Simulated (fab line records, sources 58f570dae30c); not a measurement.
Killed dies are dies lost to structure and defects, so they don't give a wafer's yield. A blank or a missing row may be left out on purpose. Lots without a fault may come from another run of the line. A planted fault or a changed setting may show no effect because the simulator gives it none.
Which tool did it? | flow berkeley_cmos170 | 14 lots, 42 wafers sampled, at 1 step of a route of 331

WHAT THE GAUGES READ, wafer by wafer
The record holds no reading of a measuring or inspecting step that can be judged against a usual standard deviation.

WHICH TOOL RAN EACH LOT (tool, then ch and the chambers of the sampled wafers, then the start)
lot  | UCB170_PWELL_IMPLANT_15
L650 | implanter-01 ch 0, day 3 21:29
L651 | implanter-03 ch 0, day 3 21:38
L652 | implanter-02 ch 0, day 3 21:44
L653 | implanter-03 ch 0, day 4 02:23
L657 | implanter-03 ch 0, day 4 21:41
L656 | implanter-03 ch 0, day 4 21:57
L659 | implanter-03 ch 0, day 5 04:14
L658 | implanter-02 ch 0, day 5 05:04
L660 | implanter-02 ch 0, day 5 12:32
L662 | implanter-03 ch 0, day 6 00:27
L668 | implanter-01 ch 0, day 7 05:17
L670 | implanter-01 ch 0, day 7 14:15
L671 | implanter-01 ch 0, day 8 02:06
L672 | implanter-02 ch 0, day 8 02:14
- UCB170_PWELL_IMPLANT_15

WHAT THE TOOLS THEMSELVES READ (means of the sampled wafers that have a number; where no wafer has one, the mark that the record gives instead)
UCB170_PWELL_IMPLANT_15.
lot  | tool         | tilt_deg (degrees)
L650 | implanter-01 | 7.007
L651 | implanter-03 | 6.997
L652 | implanter-02 | 6.993
L653 | implanter-03 | 7.024
L657 | implanter-03 | 6.994
L656 | implanter-03 | 7.005
L659 | implanter-03 | 4.343
L658 | implanter-02 | 7.022
L660 | implanter-02 | 6.986
L662 | implanter-03 | 4.320
L668 | implanter-01 | 7.028
L670 | implanter-01 | 6.977
L671 | implanter-01 | 6.993
L672 | implanter-02 | 7.002

THE ANSWER, worked out from the rows above alone
Rule: what is usual is taken from the lots themselves. Put in order of their means at a reading, lots are off if they are a third of the lots or fewer, leave a main group of 4 or more, and stand apart from it by a gap of 3 or more times the standard deviation of the main group's means; of several such gaps the widest counts. A main group whose means are all the same, to the digits that the tables above print for the reading, isn't used. A lot without any number at a reading at which 4 lots or more have one is off too. The other lots that the step has rows for count as sound. The gauges are gone through in route order, then the tools' own readings, and for those a lot's mean is taken as printed above. The first step at which some lot is off is used, and at that step the reading that is off furthest; a lot without a number counts as furthest.
Off: L659, L662, at UCB170_PWELL_IMPLANT_15 (tilt_deg). The main group: mean 7.002 degrees, standard deviation 0.015.
A tool fits if, at that step or a process step before it, it ran every lot that is off, and no sound lot after the first of them. One fits: implanter-03 at UCB170_PWELL_IMPLANT_15. Its last sound lot is L656 (day 4 21:57), its first lot that is off L659 (day 5 04:14): a fault that began between those two fits.
The tool's own readings at UCB170_PWELL_IMPLANT_15 bear it out: on the lots that are off they differ by more than 5 times the standard deviation of the sound lots' means. tilt_deg reads 4.332 degrees there against 7.002 degrees on the sound lots.

WHAT THE SIMULATOR HAD PUT IN
Process parameter drift: implanter-03, from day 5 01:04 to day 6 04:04, at UCB170_PWELL_IMPLANT_15. Setting tilt_deg, moved by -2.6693, from 7. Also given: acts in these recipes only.
Lots struck among those shown: L659, L662. The rule above found the same.
